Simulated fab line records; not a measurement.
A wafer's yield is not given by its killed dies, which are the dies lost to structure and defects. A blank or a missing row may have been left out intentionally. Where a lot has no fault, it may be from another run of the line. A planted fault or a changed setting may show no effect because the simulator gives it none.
What tool caused it? | flow ritCmos | 42 wafers from 14 lots sampled at 2 of the route's 202 steps

WHAT EACH GAUGE READ, for each wafer
The record holds no reading of a measuring or inspecting step that can be judged against a usual standard deviation.

WHAT TOOL EACH LOT RAN ON (gives the tool, then ch and the chambers of the sampled wafers, and finally the start)
lot  | RIT_GATE_SOFTBAKE_12            | RIT_M1_PROBE_99
L940 | lithoTrack-04 ch 0, day 2 21:34 | -
L943 | lithoTrack-02 ch 0, day 3 08:10 | prober-01, day 4 04:47
L946 | lithoTrack-01 ch 0, day 3 22:52 | prober-02, day 4 19:53
L948 | lithoTrack-04 ch 0, day 4 09:36 | -
L949 | lithoTrack-04 ch 0, day 4 13:16 | prober-01, day 5 10:15
L950 | lithoTrack-01 ch 0, day 4 20:37 | prober-02, day 5 18:45
L951 | lithoTrack-04 ch 0, day 4 23:31 | prober-01, day 5 20:30
L952 | lithoTrack-01 ch 0, day 5 05:49 | prober-02, day 6 04:41
L953 | lithoTrack-04 ch 0, day 5 12:26 | -
L954 | lithoTrack-02 ch 0, day 5 15:21 | -
L958 | lithoTrack-02 ch 0, day 6 12:16 | -
L960 | lithoTrack-04 ch 0, day 6 21:38 | prober-02, day 7 19:29
L961 | lithoTrack-01 ch 0, day 7 02:44 | -
L962 | lithoTrack-02 ch 0, day 7 07:28 | -
- RIT_GATE_SOFTBAKE_12: time 60 s.
- RIT_M1_PROBE_99

WHAT THE TOOLS THEMSELVES READ (means of the sampled wafers that have a number; where no wafer has one, the mark that the record gives instead)
RIT_GATE_SOFTBAKE_12. Usual: chillPlateTempC 23.01 C, standard deviation 0.095; exhaustPa 45.0 Pa, standard deviation 0.95; heaterPowerTotalW 34.56 W, standard deviation 0.049; runLengthS 89.30 s, standard deviation 0.17.
lot  | tool          | chillPlateTempC (C) | exhaustPa (Pa) | heaterPowerTotalW (W) | runLengthS (s) | flag
L940 | lithoTrack-04 | 23.12               | 45.6           | 34.57                 | 89.06          | 
L943 | lithoTrack-02 | 22.95               | 45.4           | 34.58                 | 89.47          | 
L946 | lithoTrack-01 | 23.00               | 44.1           | 34.55                 | 89.31          | 
L948 | lithoTrack-04 | 23.12               | 45.1           | 34.58                 | 89.19          | 
L949 | lithoTrack-04 | 22.99               | 45.5           | 34.56                 | 89.11          | 
L950 | lithoTrack-01 | 22.90               | 45.1           | 34.58                 | 89.39          | 
L951 | lithoTrack-04 | 23.02               | 45.7           | 34.60                 | 89.25          | 
L952 | lithoTrack-01 | 23.02               | 45.3           | 34.60                 | 89.25          | 
L953 | lithoTrack-04 | 22.95               | 43.8           | 36.74                 | 76.96          | OFF
L954 | lithoTrack-02 | 23.12               | 46.0           | 34.54                 | 89.48          | 
L958 | lithoTrack-02 | 22.93               | 44.8           | 34.56                 | 89.38          | 
L960 | lithoTrack-04 | 23.01               | 45.2           | 36.83                 | 76.90          | OFF
L961 | lithoTrack-01 | 22.99               | 45.5           | 34.55                 | 89.23          | 
L962 | lithoTrack-02 | 23.01               | 44.3           | 34.59                 | 89.55          | 

RIT_M1_PROBE_99. Usual: killedAtContacts 0.0, standard deviation 0.18; killedAtFrontEnd 6, standard deviation 3.1; killedDies 6, standard deviation 3.1; killedOpen 3.4, standard deviation 1.9; killedShort 3.1, standard deviation 2.
lot  | tool      | killedAtContacts | killedAtFrontEnd | killedDies | killedOpen | killedShort | flag
L943 | prober-01 | 0.0              | 2                | 2          | 1.3        | 1.0         | 
L946 | prober-02 | 0.0              | 6                | 6          | 3.0        | 3.3         | 
L949 | prober-01 | 0.0              | 7                | 7          | 4.0        | 3.3         | 
L950 | prober-02 | 0.0              | 7                | 7          | 3.3        | 3.3         | 
L951 | prober-01 | 0.0              | 9                | 9          | 4.0        | 5.0         | 
L952 | prober-02 | 0.0              | 7                | 7          | 4.0        | 3.3         | 
L960 | prober-02 | 0.0              | 5                | 5          | 2.3        | 3.0         | 

THE ANSWER, worked out from the rows above alone
Rule: lot off if the mean of its wafers having a number is beyond 3 standard deviations from the usual mean. Also off: a lot with no number at a reading for which 4 or more lots have one. All remaining lots with rows at the step are treated as sound. First the gauges in route order, then the tools' own readings, where a lot's mean is used as printed above. The first step at which some lot is off is used, and at that step the reading that is off furthest; a lot without a number counts as furthest.
Off: L953, L960 (RIT_GATE_SOFTBAKE_12, runLengthS).
A tool fits if, at that step or a process step before it, it ran every lot that is off, and no sound lot after the first of them. One fits: lithoTrack-04 at RIT_GATE_SOFTBAKE_12. A fault onset in the window from L951 (day 4 23:31, its last sound lot) to L953 (day 5 12:26, its first lot off) fits.
The tool's own readings at RIT_GATE_SOFTBAKE_12 bear it out: on the lots that are off they differ by more than 5 times the standard deviation of the sound lots' means. heaterPowerTotalW reads 36.78 W there against 34.57 W on the sound lots; runLengthS reads 76.93 s there against 89.31 s on the sound lots.

WHAT WAS PUT IN BY THE SIMULATOR
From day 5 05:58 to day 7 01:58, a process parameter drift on lithoTrack-04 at RIT_GATE_SOFTBAKE_12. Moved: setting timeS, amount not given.
Lots struck among those shown: L953, L960. This agrees with what the rule above found.
